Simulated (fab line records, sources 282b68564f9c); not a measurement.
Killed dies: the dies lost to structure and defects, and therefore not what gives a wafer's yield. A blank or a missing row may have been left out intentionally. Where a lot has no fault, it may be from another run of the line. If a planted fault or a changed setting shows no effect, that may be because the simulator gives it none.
A single fault, viewed from 2 desks ; flow rit cmos ; numbers are kept per desk, each desk with only its own; the story behind them comes last

## METROLOGY DESK
What the gauges read for every lot (on any tool): the sampled wafers with a number, averaged. If a lot's mean is further than 4 standard deviations from the usual mean, the lot is out of limits and carries the mark OUT (the distance appears in the brackets).
Columns: A = GATE_OVL at RIT_GATE_OVL_MEAS_17, usual 0.3 nm
lot;first seen here;A
L227;day 2 16:11;-0.8
L228;day 2 21:50;1.3
L230;day 3 12:10;2.6
L232;day 3 21:08;-0.1
L233;day 3 23:56;-1.5
L235;day 4 10:40;-0.8
L236;day 4 14:28;-2.1
L239;day 5 05:11;-2.0
L241;day 5 11:40;-0.8
L247;day 6 21:20;-1.3
L248;day 7 02:33;2.8
L249;day 7 10:43;0.8
L250;day 7 12:23;0.7
This desk's verdict: no lot among the 13 shows anything out of limits.

## FOR THE TOOL OWNER'S DESK: wet bench-03
The tool's own readings at RIT_M1_STRIP_13 (strips in nmp, time 600 s): means of the sampled wafers that have a number, for each lot that ran on this tool. If a lot's mean is further than 4 standard deviations from the usual mean, the lot is out of limits and carries the mark OUT (the distance appears in the brackets).
Columns: A = bath guard temp C at RIT_M1_STRIP_13, usual 80.0 C
lot;first seen here;A
L227;day 3 13:49;80.4
L228;day 3 19:10;80.5
L230;day 4 07:31;80.8
L239;day 5 23:16;78.7
L241;day 6 05:44;80.7
L248;day 7 22:19;80.5
L249;day 8 05:17;80.3
This desk's verdict: no lot among the 7 shows anything out of limits.

## BROUGHT TOGETHER
At the metrology desk, nothing out of limits was observed.
The tool owner's desk saw nothing out of limits.

## WHAT HAD BEEN PUT IN BY THE SIMULATOR
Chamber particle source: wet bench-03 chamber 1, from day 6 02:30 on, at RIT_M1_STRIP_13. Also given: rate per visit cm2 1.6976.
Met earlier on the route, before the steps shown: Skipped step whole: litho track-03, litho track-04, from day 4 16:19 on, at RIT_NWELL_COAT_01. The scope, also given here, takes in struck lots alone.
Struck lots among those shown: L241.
